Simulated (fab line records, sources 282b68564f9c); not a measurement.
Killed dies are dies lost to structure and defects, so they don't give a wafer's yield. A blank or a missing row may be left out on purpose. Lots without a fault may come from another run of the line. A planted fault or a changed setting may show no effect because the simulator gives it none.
Tool commonality check | flow rit_cmos | 14 lots, 48 wafers sampled

WHY IT WAS OPENED
At RIT_NLDD_TW_MEAS_10 the reading NLDD_TW is flagged on 2 of 14 lots. Wafers without a fault read 2490, standard deviation 22.
Rule: a lot is flagged when every wafer of it that has a number lies more than 4 standard deviations from that mean, or none has a number. The other lots count as sound.

lot  | measured    | on            | NLDD_TW, wafer by wafer | flag
L891 | day 2 18:39 | film_metro-02 | 2482 2485 2466          |
L892 | day 3 01:15 | film_metro-04 | 2517 2513 2511          |
L893 | day 3 04:37 | film_metro-03 | 2504 2509 2508          |
L894 | day 3 08:47 | film_metro-04 | 2507 2485 2513          |
L895 | day 3 14:17 | film_metro-03 | 2506 2511 2504          |
L896 | day 3 19:47 | film_metro-04 | 2493 2515 2497          |
L897 | day 3 23:40 | film_metro-04 | 2511 2489 2502          |
L898 | day 4 04:48 | film_metro-02 | 2454 2467 2461          |
L899 | day 4 11:26 | film_metro-03 | 2463 2467 2468          |
L900 | day 4 15:40 | film_metro-04 | 2514 2518 2522          |
L903 | day 5 06:14 | film_metro-02 | 2471 2463 2462          |
L907 | day 6 01:57 | film_metro-03 | 30 30 29 30 30 30       | FLAGGED
L909 | day 6 17:57 | film_metro-04 | 30 30 30 30 30 30       | FLAGGED
L910 | day 6 20:31 | film_metro-04 | 2519 2513 2522          |
The numbers of the flagged lots are 30 on average: -2460 against the usual, or -99 or more standard deviations.

WHICH TOOL RAN EACH LOT
The record holds 1 process step before the reading, out of a route of 202 steps. In each cell: the tool, then ch and the chambers that the sampled wafers went through, then the start.
lot  | flag    | RIT_NLDD_DEVELOP_05
L891 |         | litho_track-01 ch 0, day 2 18:00
L892 |         | litho_track-02 ch 0, day 3 00:00
L893 |         | litho_track-03 ch 0, day 3 03:00
L894 |         | litho_track-02 ch 0, day 3 08:00
L895 |         | litho_track-01 ch 0, day 3 13:00
L896 |         | litho_track-01 ch 0, day 3 19:00
L897 |         | litho_track-03 ch 0, day 3 23:00
L898 |         | litho_track-02 ch 0, day 4 04:00
L899 |         | litho_track-03 ch 0, day 4 10:00
L900 |         | litho_track-02 ch 0, day 4 15:00
L903 |         | litho_track-01 ch 0, day 5 05:00
L907 | FLAGGED | litho_track-03 ch 0, day 6 01:00
L909 | FLAGGED | litho_track-03 ch 0, day 6 17:00
L910 |         | litho_track-02 ch 0, day 6 19:00
What these steps do:
- RIT_NLDD_DEVELOP_05: develop time 50 s.
- RIT_NLDD_TW_MEAS_10

FLAGGED OVER TOTAL, TOOL BY TOOL (the gauges that took the reading come last)
step                | tool           | lots run | flagged | share of the flagged lots | sound lots run after its first flagged lot
RIT_NLDD_DEVELOP_05 | litho_track-01 | 4        | 0       | none                      | -
RIT_NLDD_DEVELOP_05 | litho_track-02 | 5        | 0       | none                      | -
RIT_NLDD_DEVELOP_05 | litho_track-03 | 5        | 2       | all                       | 0
RIT_NLDD_TW_MEAS_10 | film_metro-02  | 3        | 0       | none                      | -
RIT_NLDD_TW_MEAS_10 | film_metro-03  | 4        | 1       | some                      | 0
RIT_NLDD_TW_MEAS_10 | film_metro-04  | 7        | 1       | some                      | 1 (L910)

WHAT THE TABLE ALLOWS
1 row of the table ran every flagged lot: litho_track-03 at RIT_NLDD_DEVELOP_05.
- litho_track-03 at RIT_NLDD_DEVELOP_05: 2 of its 5 lots flagged. Its last sound lot is L899 (day 4 10:00), its first flagged lot L907 (day 6 01:00): a fault that began between those two fits.
One tool is left: litho_track-03 at RIT_NLDD_DEVELOP_05.

WHAT THE SIMULATOR HAD PUT IN
Process parameter drift: litho_track-03, from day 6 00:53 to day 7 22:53, at RIT_NLDD_DEVELOP_05. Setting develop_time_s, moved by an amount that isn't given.
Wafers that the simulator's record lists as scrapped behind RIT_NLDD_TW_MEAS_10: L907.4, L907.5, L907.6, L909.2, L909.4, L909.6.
Lots struck among those shown: L907, L909. The rule above found the same.
